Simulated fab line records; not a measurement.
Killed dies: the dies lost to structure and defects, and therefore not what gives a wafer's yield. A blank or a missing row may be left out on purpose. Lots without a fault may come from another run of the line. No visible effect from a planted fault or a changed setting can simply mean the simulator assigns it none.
Comparing a struck lot with a sound one | flow ritCmos | 15 out of 202 route steps
Sound: these wafers, L182.1, L182.2, L182.4. Wafers L191.2, L191.4, L191.5 were the ones struck. Last of all comes the cause.
Order at every step that has rows: each side's tool, ch and its chambers, its first start. Under that, the readings that differ: sound wafers | struck wafers | difference of the means | sigmas: that difference in standard deviations of wafers without a fault.
alike: readings whose means differ by less than 2 such deviations, and words and numbers that are the same on both sides. not compared: withheld readings, readings that some wafer has no value for, bounds like >300 that may hide the same value, and numbers for which the record gives no deviation and whose values overlap.
The two part at a step that has a row with sigmas, a row that says differs or no value, or rows on one side only. When numbers do not overlap yet have no deviation, they are printed without sigmas and do not part them. Lack of a reading on every wafer of one side parts them only where that side has two or more wafers.

first, 5 steps without rows for these wafers: RIT_M1_COAT_04 (resist thk 1300 nm); RIT_M1_SOFTBAKE_05 (time 60 s); RIT_M1_EXPOSE_06 (exposes mask M12, target cd 2600 nm); RIT_M1_PEB_07; RIT_M1_DEVELOP_08 (develop time 68 s).
RIT_M1_CD_MEAS_09: target cd 2600 nm.
  sound on cdSem-01 at day 3 15:23; struck on cdSem-01 at day 5 16:41
  alike: cdNm
RIT_M1_OVL_MEAS_10:
  sound on overlay-01 at day 3 15:30; struck on overlay-02 at day 5 16:48
  alike: M1_OVL
then, 1 step without rows for these wafers: RIT_M1_HARDBAKE_11 (time 120 s).
RIT_M1_METAL_ETCH_12: etches Al in Cl2/BCl3, stops on SiO2, time 165 s, target depth 600 nm.
  sound on rieMetal-02 ch 0,1, day 3 15:53; struck on rieMetal-02 ch 0,1, day 5 17:08
  alike: bcl3FlowSccm, drypumpMotorCurrentA, oesProductAu, throttleValvePct
  not compared: rfHoursCounterH
then, 1 step without rows for these wafers: RIT_M1_STRIP_13 (strips in nmp, time 600 s).
RIT_M1_STRIP_14: strips in O2, time 180 s.
  sound on plasmaAsher-01 ch 0,1, day 3 16:14; struck on plasmaAsher-01 ch 0,1, day 5 17:28
  alike: drypumpMotorCurrentA
  not compared: rfHoursCounterH
RIT_M1_CD_MEAS_90: target cd 2600 nm.
  sound on cdSem-02 at day 3 16:24; struck on cdSem-02 at day 5 17:40
  alike: cdNm
RIT_M1_ANNEAL_15: time 1839 s.
  sound on furnace-02 ch 0, day 3 16:31; struck on furnace-02 ch 0, day 5 17:46
reading                | sound                | struck               | difference | sigmas
spikeTcCentreC (C)     | 452.6 453.5 453.2    | 488.9 485.7 488.6    | +34.6      | +35
spikeTcLoadC (C)       | 467.1 468.1 470.2    | 504.0 505.4 502.9    | +35.6      | +37
spikeTcSourceC (C)     | 465.2 467.5 464.2    | 501.0 502.3 502.7    | +36.4      | +33
tubeCenterTempC (C)    | 450.02 449.98 449.96 | 485.09 485.16 485.17 | +35.15     | +99 or more
tube_center_temp_C_max | 450.98 451.12 451.11 | 486.02 486.24 486.18 | +35.08     | +99 or more
zonePowerCentrePct (%) | 18.54 18.27 18.29    | 19.90 19.78 20.29    | +1.62      | +9
zonePowerLoadPct (%)   | 6.62 6.61 6.57       | 7.41 7.44 7.56       | +0.87      | +14
zonePowerSourcePct (%) | 6.75 6.79 6.79       | 7.55 7.70 7.71       | +0.88      | +13
RIT_M1_BOW_MEAS_16:
  sound on filmMetro-02 at day 3 18:01; struck on filmMetro-03 at day 5 19:17
  alike: M1_BOW
RIT_M1_PROBE_99:
  sound on prober-02 at day 3 18:08; struck on prober-01 at day 5 19:26
reading                                             | sound                | struck               | difference | sigmas
model.etest.tester.sortNPass                        | 258 255 257          | 0 0 0                | -257       | 
model.etest.tester.sortYieldPct (%)                 | 97.73 96.59 97.35    | 0 0 0                | -97        | 
model.etest.nmos_0p15.junctionLog10AUm              | -13.45 -13.68 -13.37 | -7.588 -7.89 -7.751  | +5.757     | 
model.etest.nmosNarrow.offLog10AUm                  | -13.15 -13.2 -13.13  | -7.588 -7.89 -7.751  | +5.417     | 
model.etest.nmos_0p3.offLog10AUm                    | -13.1 -13 -13.14     | -7.588 -7.89 -7.751  | +5.337     | 
model.etest.gateEndArray.leakLog10AUm               | -12.9 -12.86 -12.96  | -7.434 -7.705 -7.686 | +5.298     | 
model.etest.pmos_0p15.junctionLog10AUm              | -13.86 -13.75 -13.82 | -8.588 -8.89 -8.751  | +5.067     | 
model.etest.contactDiodeArray.leakLog10A (angstrom) | -9.494 -9.62 -9.254  | -4.323 -4.587 -4.413 | +5.015     | 
  alike: defectLimitedYield, killedAtFrontEnd, killedDies, killedOpen, killedShort

== WHERE THEY PART ==
Only at RIT_M1_ANNEAL_15, within this record. Later steps at which nothing parts them and some readings are alike: RIT_M1_BOW_MEAS_16, RIT_M1_PROBE_99.

WHY: what had been put in by the simulator
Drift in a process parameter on furnace-02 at RIT_M1_ANNEAL_15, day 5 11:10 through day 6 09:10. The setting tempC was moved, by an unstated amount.
